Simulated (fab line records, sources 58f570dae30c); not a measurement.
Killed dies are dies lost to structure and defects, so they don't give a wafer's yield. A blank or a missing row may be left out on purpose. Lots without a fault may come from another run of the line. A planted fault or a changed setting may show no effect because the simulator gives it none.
Problem report in the 8D (eight disciplines) form, filled by code | flow berkeley_cmos170 | the parts of the form that need people (team, actions taken, sign-off) are left out

1. THE PROBLEM
strip_time_to_endpoint_s at UCB170_NSD_STRIP_09 reads a mean of 33.35 s on 2 wafers of 2 lots; wafers without a fault read 35.84 s with a standard deviation of 0.079. That is -32 standard deviations from the usual mean.
The step: strips in O2.
First seen on wafer L540.6, day 9 17:08, on plasma_asher-02. The record holds 42 wafers of 14 lots with a number at this step. Rule for "out", or "out of limits": more than 4 standard deviations from the usual mean. The other wafers with a number count as sound.

2. WHAT IT IS AND WHAT IT IS NOT
question                    | is                                       | is not
which readings at this step | strip_time_to_endpoint_s, oes_product_au | drypump_motor_current_A
which lots                  | L540, L542                               | L527, L528, L529, L530, L531, L532, L536, L537, L544, L545, L548, L549
which wafers of those lots  | L540.6, L542.1                           | L540.1, L540.5, L542.2, L542.5
read on which tools         | plasma_asher-02                          | plasma_asher-03, plasma_asher-04
when                        | from day 9 17:08                         | up to then (26 sound wafers); but 14 sound wafers of L542, L544, L545, L548, L549 came after

3. SUSPECTS, AND WHAT RULES EACH OUT
Counting: a tool at a process step up to the reading stays a suspect if it ran every lot that is out. Sound lots after the first of them don't rule it out here, since some wafers of a struck lot are sound.
- plasma_asher-02 at UCB170_NSD_STRIP_09 (strips in O2): kept. It ran every lot that is out, first L540 (day 9 17:08); its last sound lot up to then is L537 (day 8 13:59). Its own readings are out on those wafers: oes_product_au, strip_time_to_endpoint_s.
- Within plasma_asher-02 at UCB170_NSD_STRIP_09: the wafers that are out ran in chamber 0; their sound lot-mates ran in chamber 1.
Left after counting: plasma_asher-02 at UCB170_NSD_STRIP_09.

4. THE CAUSE (what the simulator had put in)
Process parameter drift: plasma_asher-02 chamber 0, from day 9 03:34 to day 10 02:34, at UCB170_NSD_STRIP_09. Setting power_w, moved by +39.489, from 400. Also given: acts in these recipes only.
Counting left only this tool.

5. THE CHAIN OF EFFECTS, in route order
Each row: a reading whose mean over the struck wafers that have a number lies more than 3 standard deviations from the usual. Only readings for which the record gives a usual standard deviation are gone through. hours: the time from each lot's start at the first step in this table that gives one to its start at this step, as a median over the lots. sigmas: the change in usual standard deviations.
hours | step                | reading                  | usual      | on struck wafers | change | sigmas
0     | UCB170_NSD_STRIP_09 | oes_product_au           | 0.534 a.u. | 0.560            | +0.026 | +5.4
0     | UCB170_NSD_STRIP_09 | strip_time_to_endpoint_s | 35.84 s    | 33.35            | -2.49  | -32
The process steps in it:
- UCB170_NSD_STRIP_09: strips in O2.
Later measuring or inspecting steps at which every struck wafer that the step has a row for has a number for every such reading, and none has moved that far: UCB170_SILICIDE_THK_MEAS_03, UCB170_M1_RS_MEAS_01, UCB170_M1_OVL_MEAS_10.

6. WHAT WOULD HAVE CAUGHT IT SOONER
In this record the first reading out of limits was taken at day 9 17:08, 14 hours after the fault began at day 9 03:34.
